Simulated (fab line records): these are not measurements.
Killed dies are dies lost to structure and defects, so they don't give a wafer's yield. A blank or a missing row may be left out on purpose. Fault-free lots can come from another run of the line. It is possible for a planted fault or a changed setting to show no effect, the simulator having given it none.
fab line records ; flow rit-cmos
[record] lots = 6; wafers = 18; last-day = 7
route steps=202 shown SDANNEAL@156 PSD@157 NSD@158 PLDD@159 NLDD@160 SILICIDE@161 CONTACT@168 M1@202
lots with no fault: from the same line, run without faults
start-h: hours from the record's first day to the start of the lot's first wafer shown ; wait-h: time in hours since the lot's previous step ; " the same as in the row above ; L1.1+2: one row covering several wafers at once ; - no value, or no start was given ; * or withheld: withheld ; < > ~ a bound
route shown NAME@n: a module of which the file shows steps, and the number in the route of the first ; usual: the fault-free wafers' mean and standard deviation ; same: alike in all rows ; chamber/n: place in a boat ; sites: each site's reading ; _std_site: standard deviation across them ; _edge_site: inner sites' mean taken away from outer sites' mean ; radius-mm: how far each site lies from the wafer's centre ; mask NAME#n: copy n ; behind: tool/chamber where the wafer was last shaped ; hold: why the lot went on hold/how many hours it stayed there/how the hold came to an end ; device: names the non-switching transistor (n, p or np) ; end of line: tests run on the same wafers once the route is complete ; step lacking rows: just its recipe ; killed: the dies lost at the first sort to structure and to defects; this is not the yield of the wafer ; map: a wafer's dies, marking killed ones x, the rest . and places with no die _
set.NAME: the setting the step ran with; set.NAME@STEP: the setting that earlier step ran with ; model.NAME: the simulator's own value behind a step, which no gauge read
lots seen at some steps along the route; tables by step, rows by wafer
services: the hour from which a tool's chamber was out of use, counted from the record's first day as start-h (under 0 if before that day), plus the number of hours and why
[[steps]]
[step RIT_SDANNEAL_RTA_03]
[recipe] temp-c = 1050; time-s = 5; idle-temp-c = 600; ramp-up-c-per-s = 342; ramp-down-c-per-s = 171; cool-to-c = 600; ambient = N2
[usual] ramp-down-c-per-s = 171.00/0.031; wafer_temp_C_max = 1053.5/1.1
lot.wafer;tool;chamber;start-h;wait-h;ramp-down-c-per-s;wafer_temp_C_max
L348.1;rtp-anneal-01;0;50.50;0.0;171.02;1056.5
L348.5;rtp-anneal-01;0;50.50;0.0;171.02;1052.6
L348.6;rtp-anneal-01;0;50.50;0.0;170.95;1054.9
L350.1;rtp-anneal-01;0;61.50;0.0;171.01;1052.6
L350.2;rtp-anneal-01;0;61.50;0.0;170.95;1054.8
L350.6;rtp-anneal-01;0;61.50;0.0;171.01;1054.6
L359.1;rtp-anneal-02;0;106.33;0.0;170.96;1054.3
L359.2;rtp-anneal-02;0;106.33;0.0;170.97;1056.3
L359.3;rtp-anneal-02;0;106.33;0.0;170.98;1053.4
L366.1;rtp-anneal-01;0;140.20;0.0;171.02;1052.2
L366.3;rtp-anneal-01;0;140.20;0.0;170.95;1054.1
L366.6;rtp-anneal-01;0;140.20;0.0;171.00;1056.4
L369.1;rtp-anneal-02;0;154.18;0.0;170.97;1053.2
L369.3;rtp-anneal-02;0;154.18;0.0;170.97;1051.7
L369.5;rtp-anneal-02;0;154.18;0.0;171.03;1053.0
L371.4;rtp-anneal-02;0;167.21;0.0;170.98;1053.7
L371.5;rtp-anneal-02;0;167.21;0.0;171.03;1054.1
L371.6;rtp-anneal-02;0;167.21;0.0;171.04;1053.6
[step RIT_SDANNEAL_RS_MEAS_04]
[recipe] thk-meas-gauge = four-point-probe
[usual] PSD_RS = 115.9/0.36
lot.wafer;tool;chamber;start-h;wait-h;PSD_RS[ohm/sq]
L348.1;film-metro-01;-;50.56;0.0;115.3
L348.5;film-metro-01;-;50.56;0.0;114.9
L348.6;film-metro-01;-;50.56;0.0;114.9
L350.1;film-metro-03;-;61.56;0.0;116.3
L350.2;film-metro-03;-;61.56;0.0;115.8
L350.6;film-metro-03;-;61.56;0.0;115.5
L359.1;film-metro-04;-;106.39;0.0;116.1
L359.2;film-metro-04;-;106.39;0.0;115.9
L359.3;film-metro-04;-;106.39;0.0;115.8
L366.1;film-metro-03;-;140.26;0.0;115.9
L366.3;film-metro-03;-;140.26;0.0;115.7
L366.6;film-metro-03;-;140.26;0.0;116.2
L369.1;film-metro-03;-;154.24;0.0;116.3
L369.3;film-metro-03;-;154.24;0.0;116.1
L369.5;film-metro-03;-;154.24;0.0;116.3
L371.4;film-metro-04;-;167.30;0.1;116.3
L371.5;film-metro-04;-;167.30;0.1;116.5
L371.6;film-metro-04;-;167.30;0.1;116.5
[step RIT_SDANNEAL_RS_MEAS_05]
[recipe] thk-meas-gauge = four-point-probe
[usual] NSD_RS = 84.5/0.34
lot.wafer;tool;chamber;start-h;wait-h;NSD_RS[ohm/sq]
L348.1;film-metro-01;-;50.68;0.1;84.6
L348.5;film-metro-01;-;50.68;0.1;84.5
L348.6;film-metro-01;-;50.68;0.1;84.2
L350.1;film-metro-03;-;61.68;0.1;84.8
L350.2;film-metro-03;-;61.68;0.1;84.5
L350.6;film-metro-03;-;61.68;0.1;84.7
L359.1;film-metro-04;-;106.51;0.1;85.1
L359.2;film-metro-04;-;106.51;0.1;85.0
L359.3;film-metro-04;-;106.51;0.1;85.1
L366.1;film-metro-03;-;140.38;0.1;84.5
L366.3;film-metro-03;-;140.38;0.1;84.5
L366.6;film-metro-03;-;140.38;0.1;84.6
L369.1;film-metro-03;-;154.36;0.1;84.4
L369.3;film-metro-03;-;154.36;0.1;84.3
L369.5;film-metro-03;-;154.36;0.1;84.6
L371.4;film-metro-04;-;167.42;0.1;85.0
L371.5;film-metro-04;-;167.42;0.1;84.8
L371.6;film-metro-04;-;167.42;0.1;84.8
[step RIT_SDANNEAL_RS_MEAS_06]
[recipe] thk-meas-gauge = four-point-probe
[usual] PLDD_RS = 178.6/0.68
lot.wafer;tool;chamber;start-h;wait-h;PLDD_RS[ohm/sq]
L348.1;film-metro-01;-;50.80;0.1;177.7
L348.5;film-metro-01;-;50.80;0.1;177.8
L348.6;film-metro-01;-;50.80;0.1;178.0
L350.1;film-metro-03;-;61.80;0.1;178.9
L350.2;film-metro-03;-;61.80;0.1;178.5
L350.6;film-metro-03;-;61.80;0.1;178.8
L359.1;film-metro-04;-;106.63;0.1;178.7
L359.2;film-metro-04;-;106.63;0.1;179.0
L359.3;film-metro-04;-;106.63;0.1;179.1
L366.1;film-metro-03;-;140.50;0.1;178.8
L366.3;film-metro-03;-;140.50;0.1;179.2
L366.6;film-metro-03;-;140.50;0.1;179.0
L369.1;film-metro-03;-;154.48;0.1;179.3
L369.3;film-metro-03;-;154.48;0.1;179.0
L369.5;film-metro-03;-;154.48;0.1;178.9
L371.4;film-metro-04;-;167.54;0.1;179.5
L371.5;film-metro-04;-;167.54;0.1;179.6
L371.6;film-metro-04;-;167.54;0.1;179.8
[step RIT_SDANNEAL_RS_MEAS_07]
[recipe] thk-meas-gauge = four-point-probe
[usual] NLDD_RS = 151.5/0.56
lot.wafer;tool;chamber;start-h;wait-h;NLDD_RS[ohm/sq]
L348.1;film-metro-01;-;50.92;0.1;151.4
L348.5;film-metro-01;-;50.92;0.1;151.6
L348.6;film-metro-01;-;50.92;0.1;151.4
L350.1;film-metro-03;-;61.92;0.1;151.7
L350.2;film-metro-03;-;61.92;0.1;152.0
L350.6;film-metro-03;-;61.92;0.1;152.2
L359.1;film-metro-04;-;106.75;0.1;152.0
L359.2;film-metro-04;-;106.75;0.1;151.9
L359.3;film-metro-04;-;106.75;0.1;152.0
L366.1;film-metro-03;-;140.62;0.1;150.9
L366.3;film-metro-03;-;140.62;0.1;150.9
L366.6;film-metro-03;-;140.62;0.1;150.7
L369.1;film-metro-03;-;154.60;0.1;152.0
L369.3;film-metro-03;-;154.60;0.1;151.3
L369.5;film-metro-03;-;154.60;0.1;151.5
L371.4;film-metro-04;-;167.66;0.1;151.7
L371.5;film-metro-04;-;167.66;0.1;151.9
L371.6;film-metro-04;-;167.66;0.1;151.9
[step RIT_SILICIDE_WET_ETCH_00]
[recipe] chemistry = BOE; target = SiO2; target-depth-nm = 14; time-s = 15; dry = n2-spin; dilution = 10:1; temp-c = 21.5
[step RIT_SILICIDE_SPUTTER_01]
[recipe] material = Ti; target-thk-nm = 30; power-w = 350; chamber-pressure-pa = 0.667; gas = Ar; time-s = 240; substrate-temp-c = 25
[usual] substrate-temp-c = 25.00/0.11; throttle-valve-pct = 29.7/0.87
lot.wafer;tool;chamber;start-h;wait-h;substrate-temp-c;throttle-valve-pct
L348.1;pvd-sputter-03;-;51.05;0.0;24.75;29.1
L348.5;pvd-sputter-03;-;51.05;0.0;24.81;30.9
L348.6;pvd-sputter-03;-;51.05;0.0;24.92;29.3
L350.1;pvd-sputter-03;-;62.06;0.0;25.14;29.8
L350.2;pvd-sputter-03;-;62.06;0.0;25.28;29.2
L350.6;pvd-sputter-03;-;62.06;0.0;25.07;29.3
L359.1;pvd-sputter-04;-;106.89;0.0;24.91;30.3
L359.2;pvd-sputter-04;-;106.89;0.0;24.80;30.9
L359.3;pvd-sputter-04;-;106.89;0.0;25.02;31.4
L366.1;pvd-sputter-01;-;140.78;0.0;25.28;30.6
L366.3;pvd-sputter-01;-;140.78;0.0;25.17;29.8
L366.6;pvd-sputter-01;-;140.78;0.0;25.29;30.7
L369.1;pvd-sputter-03;-;154.73;0.0;24.88;29.8
L369.3;pvd-sputter-03;-;154.73;0.0;24.94;29.2
L369.5;pvd-sputter-03;-;154.73;0.0;24.98;29.7
L371.4;pvd-sputter-03;-;167.73;0.0;25.12;30.9
L371.5;pvd-sputter-03;-;167.73;0.0;24.97;29.0
L371.6;pvd-sputter-03;-;167.73;0.0;24.98;29.5
[step RIT_SILICIDE_RS_MEAS_02]
[recipe] thk-meas-gauge = four-point-probe; reads = Ti_of_SILICIDE_SPUTTER_01
[usual] SILICIDE_TI_RS = 48.1/0.68
lot.wafer;tool;chamber;start-h;wait-h;SILICIDE_TI_RS[ohm/sq]
L348.1;film-metro-02;-;51.20;0.1;48.0
L348.5;film-metro-02;-;51.20;0.1;46.8
L348.6;film-metro-02;-;51.20;0.1;48.2
L350.1;film-metro-03;-;62.21;0.1;47.6
L350.2;film-metro-03;-;62.21;0.1;48.3
L350.6;film-metro-03;-;62.21;0.1;48.2
L359.1;film-metro-02;-;107.04;0.1;47.8
L359.2;film-metro-02;-;107.04;0.1;48.8
L359.3;film-metro-02;-;107.04;0.1;47.8
L366.1;film-metro-02;-;140.93;0.1;48.4
L366.3;film-metro-02;-;140.93;0.1;47.8
L366.6;film-metro-02;-;140.93;0.1;48.3
L369.1;film-metro-04;-;154.88;0.1;48.7
L369.3;film-metro-04;-;154.88;0.1;49.1
L369.5;film-metro-04;-;154.88;0.1;49.0
L371.4;film-metro-03;-;167.94;0.1;47.1
L371.5;film-metro-03;-;167.94;0.1;46.9
L371.6;film-metro-03;-;167.94;0.1;48.2
[step RIT_SILICIDE_THK_MEAS_03]
[recipe] thk-meas-gauge = xrf; reads = Ti_of_SILICIDE_SPUTTER_01
[usual] SILICIDE_TI_THK = 29.1/0.34
lot.wafer;tool;chamber;start-h;wait-h;SILICIDE_TI_THK[nm]
L348.1;film-metro-02;-;51.32;0.1;29.1
L348.5;film-metro-02;-;51.32;0.1;29.6
L348.6;film-metro-02;-;51.32;0.1;29.1
L350.1;film-metro-03;-;62.33;0.1;29.4
L350.2;film-metro-03;-;62.33;0.1;29.2
L350.6;film-metro-03;-;62.33;0.1;29.0
L359.1;film-metro-02;-;107.16;0.1;29.4
L359.2;film-metro-02;-;107.16;0.1;28.9
L359.3;film-metro-02;-;107.16;0.1;29.3
L366.1;film-metro-02;-;141.05;0.1;29.2
L366.3;film-metro-02;-;141.05;0.1;29.3
L366.6;film-metro-02;-;141.05;0.1;29.1
L369.1;film-metro-04;-;155.00;0.1;28.8
L369.3;film-metro-04;-;155.00;0.1;28.5
L369.5;film-metro-04;-;155.00;0.1;28.8
L371.4;film-metro-03;-;168.03;0.1;29.5
L371.5;film-metro-03;-;168.03;0.1;29.7
L371.6;film-metro-03;-;168.03;0.1;29.0
[step RIT_SILICIDE_RTA_04]
[recipe] temp-c = 650; time-s = 10; idle-temp-c = 25; ramp-up-s = 5; ramp-down-s = 5; cool-to-c = 25; ambient = N2
[usual] wafer_temp_C_max = 652.8/0.79
lot.wafer;tool;chamber;start-h;wait-h;wafer_temp_C_max
L348.1;rtp-anneal-02;0;51.38;0.1;653.9
L348.5;rtp-anneal-02;0;51.38;0.1;653.0
L348.6;rtp-anneal-02;0;51.38;0.1;652.7
L350.1;rtp-anneal-02;0;62.39;0.1;653.2
L350.2;rtp-anneal-02;0;62.39;0.1;652.7
L350.6;rtp-anneal-02;0;62.39;0.1;652.4
L359.1;rtp-anneal-01;0;107.22;0.1;653.1
L359.2;rtp-anneal-01;0;107.22;0.1;652.3
L359.3;rtp-anneal-01;0;107.22;0.1;653.1
L366.1;rtp-anneal-02;0;141.11;0.1;652.9
L366.3;rtp-anneal-02;0;141.11;0.1;652.3
L366.6;rtp-anneal-02;0;141.11;0.1;653.2
L369.1;rtp-anneal-01;0;155.06;0.1;652.4
L369.3;rtp-anneal-01;0;155.06;0.1;651.4
L369.5;rtp-anneal-01;0;155.06;0.1;652.3
L371.4;rtp-anneal-01;0;168.09;0.1;651.8
L371.5;rtp-anneal-01;0;168.09;0.1;651.5
L371.6;rtp-anneal-01;0;168.09;0.1;652.4
[step RIT_SILICIDE_WET_ETCH_05]
[recipe] chemistry = SPM; target = Ti; temp-c = 90; time-s = 120; dry = n2-spin
[step RIT_SILICIDE_RTA_06]
[recipe] temp-c = 750; time-s = 10; idle-temp-c = 25; ramp-up-s = 5; ramp-down-s = 10; cool-to-c = 25; ambient = N2
[usual] wafer_temp_C_max = 753.4/0.81
lot.wafer;tool;chamber;start-h;wait-h;wafer_temp_C_max
L348.1;rtp-anneal-01;0;51.49;0.0;752.8
L348.5;rtp-anneal-01;0;51.49;0.0;752.8
L348.6;rtp-anneal-01;0;51.49;0.0;753.3
L350.1;rtp-anneal-01;0;62.49;0.0;753.6
L350.2;rtp-anneal-01;0;62.49;0.0;752.6
L350.6;rtp-anneal-01;0;62.49;0.0;752.0
L359.1;rtp-anneal-02;0;107.32;0.0;753.8
L359.2;rtp-anneal-02;0;107.32;0.0;754.4
L359.3;rtp-anneal-02;0;107.32;0.0;754.1
L366.1;rtp-anneal-01;0;141.22;0.0;752.9
L366.3;rtp-anneal-01;0;141.22;0.0;753.5
L366.6;rtp-anneal-01;0;141.22;0.0;752.3
L369.1;rtp-anneal-02;0;155.17;0.0;753.9
L369.3;rtp-anneal-02;0;155.17;0.0;753.7
L369.5;rtp-anneal-02;0;155.17;0.0;753.6
L371.4;rtp-anneal-02;0;168.20;0.0;754.6
L371.5;rtp-anneal-02;0;168.20;0.0;753.5
L371.6;rtp-anneal-02;0;168.20;0.0;753.8
[step RIT_CONTACT_CVD_00]
[recipe] material = SiO2; target-thk-nm = 400; precursor = TEOS; temp-c = 390; time-s = 61; rf-w = 400
[usual] heater-power-w = 319/61
lot.wafer;tool;chamber;start-h;wait-h;heater-power-w
L348.1;pecvd-01;1;51.56;0.1;311
L348.5;pecvd-01;1;51.56;0.1;312
L348.6;pecvd-01;2;51.56;0.1;253
L350.1;pecvd-04;0;62.56;0.1;330
L350.2;pecvd-04;2;62.56;0.1;296
L350.6;pecvd-04;1;62.56;0.1;425
L350.1;pecvd-04;0;62.78;0.2;324
L350.2;pecvd-04;2;62.78;0.2;302
L350.6;pecvd-04;1;62.78;0.2;422
L359.1;pecvd-02;1;107.39;0.1;366
L359.2;pecvd-02;2;107.39;0.1;220
L359.3;pecvd-02;0;107.39;0.1;234
L359.1;pecvd-02;1;107.61;0.2;371
L359.2;pecvd-02;2;107.61;0.2;218
L359.3;pecvd-02;0;107.61;0.2;235
L366.1;pecvd-04;2;141.29;0.1;345
L366.3;pecvd-04;1;141.29;0.1;413
L366.6;pecvd-04;1;141.29;0.1;440
L369.1;pecvd-04;1;155.24;0.1;428
L369.3;pecvd-04;0;155.24;0.1;265
L369.5;pecvd-04;2;155.24;0.1;358
L371.4;pecvd-01;1;168.26;0.0;300
L371.5;pecvd-01;2;168.26;0.0;232
L371.6;pecvd-01;0;168.26;0.0;354
[step RIT_CONTACT_THK_MEAS_01]
[recipe] reads = SiO2_of_CONTACT_CVD_00
[usual] CONTACT_TEOS_THK = 398/5.5
lot.wafer;tool;chamber;start-h;wait-h;CONTACT_TEOS_THK[nm]
L348.1;film-metro-04;-;51.61;0.0;399
L348.5;film-metro-04;-;51.61;0.0;405
L348.6;film-metro-04;-;51.61;0.0;409
L350.1;film-metro-04;-;62.83;0.0;789
L350.2;film-metro-04;-;62.83;0.0;798
L350.6;film-metro-04;-;62.83;0.0;816
L350.1;film-metro-04;-;63.05;0.2;789
L350.2;film-metro-04;-;63.05;0.2;798
L350.6;film-metro-04;-;63.05;0.2;816
L359.1;film-metro-01;-;107.66;0.0;783
L359.2;film-metro-01;-;107.66;0.0;793
L359.3;film-metro-01;-;107.66;0.0;791
L359.1;film-metro-01;-;107.89;0.2;784
L359.2;film-metro-01;-;107.89;0.2;792
L359.3;film-metro-01;-;107.89;0.2;791
L366.1;film-metro-01;-;141.34;0.0;392
L366.3;film-metro-01;-;141.34;0.0;388
L366.6;film-metro-01;-;141.34;0.0;397
L369.1;film-metro-02;-;155.29;0.0;398
L369.3;film-metro-02;-;155.29;0.0;393
L369.5;film-metro-02;-;155.29;0.0;399
L371.4;film-metro-02;-;168.32;0.0;396
L371.5;film-metro-02;-;168.32;0.0;405
L371.6;film-metro-02;-;168.32;0.0;392
[step RIT_M1_PROBE_99]
[usual] defect-limited-yield = 97.5/1.2; killed-at-front-end = 7/3; killed-dies = 7/3.1; killed-open = 3.4/2.1; killed-short = 3.2/1.9; sort_bin_3_pad_short = 0.1/0.25; sort_bin_5_function = 1.4/0.76; sort_bin_6_memory = 1.0/0.7; sort-n-pass = 257/3.1; sort-yield-pct = 97.5/1.2
[same] gross-dies = 264; killed_at_M0_to_M3 = 0; killed_at_M4_up = 0; killed-at-back-side = 0; killed-at-contacts = 0; killed-at-other = 0
lot.wafer;tool;chamber;start-h;wait-h;defect-limited-yield[%];killed-at-front-end;killed-dies;killed-open;killed-short;sort_bin_3_pad_short[%];sort_bin_5_function[%];sort_bin_6_memory[%];sort-n-pass;sort-yield-pct[%]
L348.1;prober-01;-;58.45;0.1;98.1;5;5;2;3;0;1.5;0.4;259;98.1
L348.5;prober-01;-;58.65;0.2;98.9;3;3;2;1;0;1.1;0;261;98.9
L348.6;prober-01;-;58.70;0.2;97.7;6;6;5;1;0.4;1.5;0.4;258;97.7
L366.1;prober-02;-;147.74;0.1;95.8;11;11;5;6;0;3.0;1.1;253;95.8
L366.3;prober-02;-;147.84;0.2;96.2;10;10;9;1;0;2.7;1.1;254;96.2
L366.6;prober-02;-;147.99;0.2;98.5;4;4;4;0;0;0.4;1.1;260;98.5
L369.1;prober-01;-;161.92;0.1;96.6;9;9;6;3;0;1.1;2.3;255;96.6
L369.3;prober-01;-;162.02;0.2;95.8;11;11;4;7;0;3.4;0.8;253;95.8
L369.5;prober-01;-;162.12;0.2;97.7;6;6;2;4;0;0.4;1.9;258;97.7
L371.4;prober-01;-;175.24;0.2;97.3;7;7;3;4;0;1.9;0.8;257;97.3
L371.5;prober-01;-;175.29;0.2;97.7;6;6;4;2;0;2.3;0;258;97.7
L371.6;prober-01;-;175.34;0.2;98.9;3;3;1;2;0.4;0.8;0;261;98.9
// killed by level:class
L348.1 GATE:geometric-particle:short=3 FOX2:geometric-particle:open=1 GATE:geometric-particle:open=1
L348.5 GATE:geometric-particle:open=1 REOX:geometric-particle:short=1 REOX:geometric-particle:open=1
L348.6 GATE:geometric-particle:open=3 FOX1:geometric-particle:open=1 REOX:geometric-particle:short=1 REOX:geometric-particle:open=1
L366.1 GATE:geometric-particle:open=3 SPACER:geometric-particle:short=2 SILICIDE:geometric-particle:short=2 FOX1:geometric-particle:open=1 FOX1:geometric-particle:short=1 REOX:geometric-particle:short=1 SPACER:geometric-particle:open=1
L366.3 FOX1:geometric-particle:open=3 REOX:geometric-particle:open=3 GATE:geometric-particle:open=2 REOX:geometric-particle:short=1 SILICIDE:geometric-particle:open=1
L366.6 SILICIDE:geometric-particle:open=2 GATE:geometric-particle:open=1 SPACER:geometric-particle:open=1
L369.1 FOX1:geometric-particle:open=3 FOX1:geometric-particle:short=1 GATE:geometric-particle:open=1 REOX:geometric-particle:open=1 REOX:geometric-particle:short=1 SILICIDE:geometric-particle:open=1 SILICIDE:geometric-particle:short=1
L369.3 FOX1:geometric-particle:open=2 GATE:geometric-particle:short=2 REOX:geometric-particle:short=2 SILICIDE:geometric-particle:short=2 FOX1:geometric-particle:short=1 GATE:geometric-particle:open=1 SILICIDE:geometric-particle:open=1
L369.5 GATE:geometric-particle:short=2 ACTIVE:geometric-particle:open=1 GATE:geometric-particle:open=1 REOX:geometric-particle:short=1 SILICIDE:geometric-particle:short=1
L371.4 FOX1:geometric-particle:open=1 FOX2:geometric-particle:short=1 GATE:geometric-particle:open=1 GATE:geometric-particle:short=1 REOX:geometric-particle:open=1 SPACER:geometric-particle:short=1 SILICIDE:geometric-particle:short=1
L371.5 FOX2:geometric-particle:open=2 GATE:geometric-particle:short=2 GATE:geometric-particle:open=1 SPACER:geometric-particle:open=1
L371.6 FOX2:geometric-particle:short=1 SPACER:geometric-particle:open=1 SPACER:geometric-particle:short=1
[[services]]
tool;chamber;start-h;hours;kind
pecvd-01;1;51.81;20.8;repair
pecvd-01;-;76.58;0.3;repair
pecvd-01;-;91.22;28.1;pm
rtp-anneal-01;-;101.77;5.2;pm
pvd-sputter-01;-;107.00;1.3;repair
pecvd-04;1;108.19;-;calibration
pvd-sputter-04;-;112.74;13.6;repair
pvd-sputter-04;-;116.17;2.6;repair
pecvd-01;-;144.52;0.8;repair
[[key]]
[first-sign] step = RIT_CONTACT_CVD_00; reading = visit; direction = added
[effect] step = RIT_CONTACT_THK_MEAS_01; reading = visit; direction = added
[effect] step = RIT_CONTACT_THK_MEAS_01; reading = CONTACT_TEOS_THK; direction = up; sigmas = 72; usual = 398; struck = 795
met-at RIT_CONTACT_CVD_00
struck-wafers L350.1,L350.2,L350.6,L359.1,L359.2,L359.3
scrapped-behind RIT_CONTACT_THK_MEAS_01 L350.1,L350.2,L350.6,L359.1,L359.2,L359.3
[fault] kind = repeated-step-whole; tool = pecvd-01,pecvd-02,pecvd-04; chamber = -; onset-h = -; steps = RIT_CONTACT_CVD_00; times = 1; scope = struck-lots-only
